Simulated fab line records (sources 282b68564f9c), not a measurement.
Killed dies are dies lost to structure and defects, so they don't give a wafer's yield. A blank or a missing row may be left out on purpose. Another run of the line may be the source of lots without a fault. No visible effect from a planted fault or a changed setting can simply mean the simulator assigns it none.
fab line records | flow rit_cmos
[record] lots = 7 wafers = 21 last_day = 6
route steps=202 shown NLDD@105 PLDD@114 M1@202
lots that met no fault: taken from a fault-free run of the same line
start_h: hours from the record's opening day to when the first of the lot's shown wafers began | wait_h: hours elapsed since this lot's preceding step | " same as the row above | L1.1+2: one row covering several wafers at once | - no value, or no start was given | * or withheld: withheld | < > ~ a bound
route shown NAME@n: names a module that has steps shown in the file, with the first one's number in the route | usual: the fault-free wafers' mean and standard deviation | same: alike in all rows | chamber/n: place in a boat | sites: the reading at each site | _std_site: the values' standard deviation | _edge_site: outer sites' mean less inner sites' | radius_mm: for every site, how far away it sits from the centre of the wafer | mask NAME#n: copy n | behind: the last tool/chamber to shape the wafer | hold: the reason the lot was held/the length of the hold in hours/how it ended | device: the n, p or np transistor that did not switch | end of line: tests run on the same wafers once the route is complete | for a step that has no rows: nothing shown but its recipe | killed: the dies lost at the first sort to structure and to defects; this is not the yield of the wafer | map: a wafer's dies, marking killed ones x, the rest . and places with no die _
set.NAME: the setting that was run; set.NAME@STEP: the one run at that earlier step | model.NAME: the simulator's own value behind a step, which no gauge read
lots at some steps of the route; a table a step, a row a wafer
services: the hour from which a tool's chamber was out of use, counted from the record's first day as start_h (under 0 if before that day), plus the number of hours and why
[[steps]]
[step RIT_NLDD_SOFTBAKE_02]
[recipe] resist = NOVOLAK temp_c = 90 time_s = 60
[step RIT_NLDD_EXPOSE_03]
[recipe] mask_id = M7 na = 0.57 target_cd_nm = 40700 dose_mj = 250
[step RIT_NLDD_PEB_04]
[recipe] resist = NOVOLAK temp_c = withheld time_s = withheld
[step RIT_NLDD_DEVELOP_05]
[recipe] resist = NOVOLAK develop_time_s = 50 dev_temp_c = 23
[step RIT_NLDD_OVL_MEAS_06]
[usual] NLDD_OVL = 0.0/1.3
// columns lot.wafer tool chamber start_h wait_h NLDD_OVL[nm]
L756.2 overlay-02 - 51.73 - 0.8
L756.3 " - " " -0.3
L756.5 " - " " -1.0
L757.2 overlay-01 - 56.90 - -3.1
L757.3 " - " " 0.7
L757.6 " - " " -0.6
L761.3 overlay-02 - 76.83 - -0.9
L761.4 " - " " 0.0
L761.5 " - " " -0.7
L763.1 overlay-01 - 87.74 - 1.5
L763.3 " - " " 1.0
L763.6 " - " " 0.6
L765.1 overlay-02 - 97.34 - -2.1
L765.3 " - " " 1.1
L765.5 " - " " -0.7
L766.2 overlay-02 - 101.31 - 1.3
L766.3 " - " " 0.9
L766.6 " - " " 1.0
L771.1 overlay-01 - 128.97 - -0.1
L771.3 " - " " -1.6
L771.5 " - " " -2.6
[step RIT_NLDD_HARDBAKE_07]
[recipe] resist = NOVOLAK temp_c = 140 time_s = 60
[step RIT_NLDD_IMPLANT_08]
[recipe] species = P energy_kev = 20 dose_cm2 = 5e+14 tilt_deg = 7
[step RIT_NLDD_STRIP_09]
[recipe] chemistry = O2 time_s = 180 resist = NOVOLAK platen_temp_c = withheld power_w = 500 pressure_mtorr = 4000 o2_flow_sccm = 4000
[usual] chamber_pressure_mTorr = 4000/3.9 drypump_motor_current_A = 5.8/0.33
// columns lot.wafer tool chamber start_h wait_h chamber_pressure_mTorr drypump_motor_current_A rf_hours_counter_h
L756.2 plasma_asher-01 1 52.06 0.1 3999 6.3 43
L756.3 " 1 " " 3998 6.3 -
L756.5 " 1 " " 4003 6.3 -
L757.2 plasma_asher-04 0 57.26 0.1 3997 5.5 42
L757.3 " 0 " " 3998 5.5 -
L757.6 " 0 " " 3996 5.5 -
L761.3 plasma_asher-04 1 77.22 0.1 4001 5.7 -
L761.4 " 0 " " 3999 5.5 -
L761.5 " 0 " " 3997 5.5 -
L763.1 plasma_asher-04 0 88.07 0.1 3992 5.5 45
L763.3 " 0 " " 4004 5.5 -
L763.6 " 0 " " 4000 5.6 -
L765.1 plasma_asher-04 1 97.69 0.1 4003 5.8 46
L765.3 " 1 " " 4002 5.8 -
L765.5 " 1 " " 3998 5.8 -
L766.2 plasma_asher-04 0 101.64 0.1 4004 5.6 46
L766.3 " 0 " " 4000 5.6 -
L766.6 " 0 " " 3999 5.5 -
L771.1 plasma_asher-01 1 129.30 0.1 3992 6.3 51
L771.3 " 0 " " 3998 5.5 -
L771.5 " 1 " " 3997 6.3 -
[step RIT_NLDD_TW_MEAS_10]
[usual] NLDD_TW = 2509/35
// columns lot.wafer tool chamber start_h wait_h NLDD_TW
L756.2 film_metro-04 - 52.24 0.1 2527
L756.3 " - " " 2515
L756.5 " - " " 2515
L757.2 film_metro-04 - 57.44 0.1 2511
L757.3 " - " " 2503
L757.6 " - " " 2509
L761.3 film_metro-04 - 77.35 0.1 2514
L761.4 " - " " 2504
L761.5 " - " " 2521
L763.1 film_metro-02 - 88.25 0.1 2465
L763.3 " - " " 2461
L763.6 " - " " 2470
L765.1 film_metro-01 - 97.87 0.1 2565
L765.3 " - " " 2546
L765.5 " - " " 2551
L766.2 film_metro-01 - 101.82 0.1 2551
L766.3 " - " " 2549
L766.6 " - " " 2562
L771.1 film_metro-01 - 129.48 0.1 2564
L771.3 " - " " 2576
L771.5 " - " " 2558
[step RIT_PLDD_HMDS_00]
[recipe] prime_time_s = 60 prime_temp_c = 140
[step RIT_PLDD_COAT_01]
[recipe] resist = NOVOLAK spin_rpm = 3250 resist_thk_nm = 1000
[step RIT_PLDD_SOFTBAKE_02]
[recipe] resist = NOVOLAK temp_c = 90 time_s = 60
[step RIT_PLDD_EXPOSE_03]
[recipe] mask_id = M8 na = 0.57 target_cd_nm = 40900 dose_mj = 250
// columns lot.wafer tool chamber start_h wait_h mask model.PLDD.overlay_x_nm
L756.2+3+5 iline_stepper-01 0 52.76 0.1 M8#0 -0.4252
L757.2+3+6 iline_stepper-02 0 58.09 0.2 M8#0 -0.3235
L761.3+4+5 iline_stepper-02 0 78.01 0.2 M8#0 129.8
L763.1+3+6 iline_stepper-02 0 88.88 0.2 M8#0 129.8
L765.1+3+5 iline_stepper-02 0 98.55 0.2 M8#0 131
L766.2+3+6 iline_stepper-01 0 102.47 0.2 M8#0 -0.6019
L771.1+3+5 iline_stepper-01 0 130.11 0.2 M8#0 -0.5573
[step RIT_PLDD_PEB_04]
[recipe] resist = NOVOLAK temp_c = withheld time_s = withheld
[step RIT_PLDD_DEVELOP_05]
[recipe] resist = NOVOLAK develop_time_s = 50 dev_temp_c = 23
[step RIT_PLDD_OVL_MEAS_06]
[usual] PLDD_OVL = -0.7/1.2
// columns lot.wafer tool chamber start_h wait_h PLDD_OVL[nm]
L756.2 overlay-01 - 53.15 - -1.6
L756.3 " - " " -2.0
L756.5 " - " " 0.3
L757.2 overlay-01 - 58.47 - 0.0
L757.3 " - " " -1.2
L757.6 " - " " -0.4
L761.3 overlay-01 - 78.38 - 131.2
L761.4 " - " " 129.5
L761.5 " - " " 129.0
L763.1 overlay-02 - 89.28 - 129.7
L763.3 " - " " 130.1
L763.6 " - " " 129.6
L765.1 overlay-01 - 98.95 - 131.6
L765.3 " - " " 130.2
L765.5 " - " " 130.2
L766.2 overlay-02 - 102.85 - -0.2
L766.3 " - " " 0.5
L766.6 " - " " -0.9
L771.1 overlay-02 - 130.51 - -2.8
L771.3 " - " " -0.9
L771.5 " - " " -0.3
[step RIT_PLDD_HARDBAKE_07]
[recipe] resist = NOVOLAK temp_c = 140 time_s = 60
[step RIT_M1_PROBE_99]
[usual] killed_at_contacts = 0.1/0.27 killed_at_front_end = 7/3.1 killed_dies = 7/3.1 killed_open = 3.6/2.3 killed_short = 3.2/2
[same] gross_dies = 264 killed_at_M0_to_M3 = 0 killed_at_M4_up = 0 killed_at_back_side = 0 killed_at_other = 0
// columns lot.wafer tool chamber start_h wait_h killed_at_contacts killed_at_front_end killed_dies killed_open killed_short model.etest.pldd.width_nm
L756.2 prober-02 - 67.73 0.1 0 9 9 5 4 3198
L756.3 prober-02 - 67.78 0.2 0 10 10 5 5 3202
L756.5 prober-02 - 67.88 0.2 0 7 7 4 3 3166
L757.2 prober-01 - 73.61 0.1 0 10 10 3 7 3170
L757.3 prober-01 - 73.66 0.2 0 5 5 4 1 3163
L757.6 prober-01 - 73.81 0.2 0 4 4 2 2 3157
L761.3 prober-02 - 93.70 0.2 0 5 5 3 2 3124
L761.4 prober-02 - 93.75 0.2 1 1 2 1 1 3139
L761.5 prober-02 - 93.80 0.2 0 4 4 0 4 3131
L763.1 prober-02 - 104.68 0.1 0 5 5 4 1 3133
L763.3 prober-02 - 104.78 0.2 0 7 7 3 4 3137
L763.6 prober-02 - 104.93 0.2 0 5 5 3 2 3104
L765.1 prober-02 - 113.41 0.1 0 3 3 0 3 3134
L765.3 prober-02 - 113.51 0.2 0 8 8 4 3 3122
L765.5 prober-02 - 113.61 0.2 0 8 8 5 3 3138
L766.2 prober-01 - 117.05 0.1 0 1 1 1 0 3190
L766.3 prober-01 - 117.10 0.2 0 5 5 4 1 3175
L766.6 prober-01 - 117.25 0.2 0 6 6 4 2 3170
L771.1 prober-02 - 144.47 0.1 0 7 7 4 3 3181
L771.3 prober-02 - 144.57 0.2 0 9 9 5 4 3191
L771.5 prober-02 - 144.67 0.2 0 6 6 4 2 3195
// killed by level:class
L756.2 GATE:geometric_particle:open=3 GATE:geometric_particle:short=3 FOX1:geometric_particle:short=1 FOX2:geometric_particle:open=1 REOX:geometric_particle:open=1
L756.3 GATE:geometric_particle:short=3 FOX1:geometric_particle:short=2 GATE:geometric_particle:open=2 REOX:geometric_particle:open=1 SPACER:geometric_particle:open=1 SILICIDE:geometric_particle:open=1
L756.5 GATE:geometric_particle:short=2 SPACER:geometric_particle:open=2 GATE:geometric_particle:open=1 REOX:geometric_particle:open=1 SPACER:geometric_particle:short=1
L757.2 GATE:geometric_particle:short=4 GATE:geometric_particle:open=2 REOX:geometric_particle:short=2 SPACER:geometric_particle:open=1 SILICIDE:geometric_particle:short=1
L757.3 GATE:geometric_particle:open=2 GATE:geometric_particle:short=1 REOX:geometric_particle:open=1 SILICIDE:geometric_particle:open=1
L757.6 ACTIVE:geometric_particle:short=1 REOX:geometric_particle:open=1 SPACER:geometric_particle:short=1 SPACER:geometric_particle:open=1
L761.3 FOX2:geometric_particle:short=2 FOX1:geometric_particle:open=1 GATE:geometric_particle:open=1 SILICIDE:geometric_particle:open=1
L761.4 GATE:geometric_particle:short=1 CONTACT:geometric_particle:open=1
L761.5 REOX:geometric_particle:short=2 GATE:geometric_particle:short=1 SILICIDE:geometric_particle:short=1
L763.1 GATE:geometric_particle:open=3 FOX1:geometric_particle:open=1 GATE:geometric_particle:short=1
L763.3 FOX1:geometric_particle:short=2 GATE:geometric_particle:open=1 REOX:geometric_particle:open=1 SPACER:geometric_particle:short=1 SILICIDE:geometric_particle:short=1 SILICIDE:geometric_particle:open=1
L763.6 ACTIVE:geometric_particle:open=1 FOX2:geometric_particle:open=1 GATE:geometric_particle:short=1 REOX:geometric_particle:short=1 REOX:geometric_particle:open=1
L765.1 GATE:geometric_particle:short=2 REOX:geometric_particle:short=1
L765.3 GATE:geometric_particle:short=2 GATE:geometric_particle:open=2 FOX1:geometric_particle:open=1 FOX2:geometric_particle:open=1 SILICIDE:geometric_particle:short=1 PRETRO:coat_microbubble_printed=1
L765.5 GATE:geometric_particle:open=3 SILICIDE:geometric_particle:short=3 SILICIDE:geometric_particle:open=2
L766.2 GATE:geometric_particle:open=1
L766.3 GATE:geometric_particle:open=3 FOX1:geometric_particle:short=1 FOX1:geometric_particle:open=1
L766.6 SPACER:geometric_particle:open=2 FOX1:geometric_particle:open=1 GATE:geometric_particle:open=1 REOX:geometric_particle:short=1 SPACER:geometric_particle:short=1
L771.1 GATE:geometric_particle:open=2 FOX1:geometric_particle:short=1 FOX2:geometric_particle:open=1 GATE:geometric_particle:short=1 REOX:geometric_particle:short=1 SPACER:geometric_particle:open=1
L771.3 GATE:geometric_particle:short=3 GATE:geometric_particle:open=3 FOX2:geometric_particle:short=1 REOX:geometric_particle:open=1 SPACER:geometric_particle:open=1
L771.5 SILICIDE:geometric_particle:open=3 GATE:geometric_particle:open=1 REOX:geometric_particle:short=1 SPACER:geometric_particle:short=1
[[services]]
// columns tool chamber start_h hours kind
iline_stepper-02 0 31.23 - calibration
iline_stepper-01 0 104.23 - calibration
iline_stepper-02 - 120.58 1.7 pm
iline_stepper-01 - 127.32 1.7 pm
[[key]]
[first_sign] step = RIT_PLDD_OVL_MEAS_06 reading = PLDD_OVL direction = up sigmas = 99+ usual = -0.7 struck = 130.1
effect none on later readings
[model_effect] step = RIT_PLDD_EXPOSE_03 value = PLDD.overlay_x_nm without = 0.2031 struck = 130.2
[model_effect] step = RIT_M1_PROBE_99 value = etest.pldd.width_nm without = 3181 struck = 3129
met_at RIT_PLDD_EXPOSE_03
struck_wafers L761.3,L761.4,L761.5,L763.1,L763.3,L763.6,L765.1,L765.3,L765.5
tester_left_out L761,L763,L765
onset_between 58.09 78.01
[fault] kind = scanner_matching_overlay tool = iline_stepper-02 chamber = - onset_h = 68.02 steps = RIT_PLDD_EXPOSE_03 offset = 130
// tester_left_out: of these lots the tester's yield and bins aren't shown, on N5 and GAA mostly nor the transistor test; their killed dies are dies lost to structure and defects alone, not to doping, threshold or leakage, so they don't give the yield
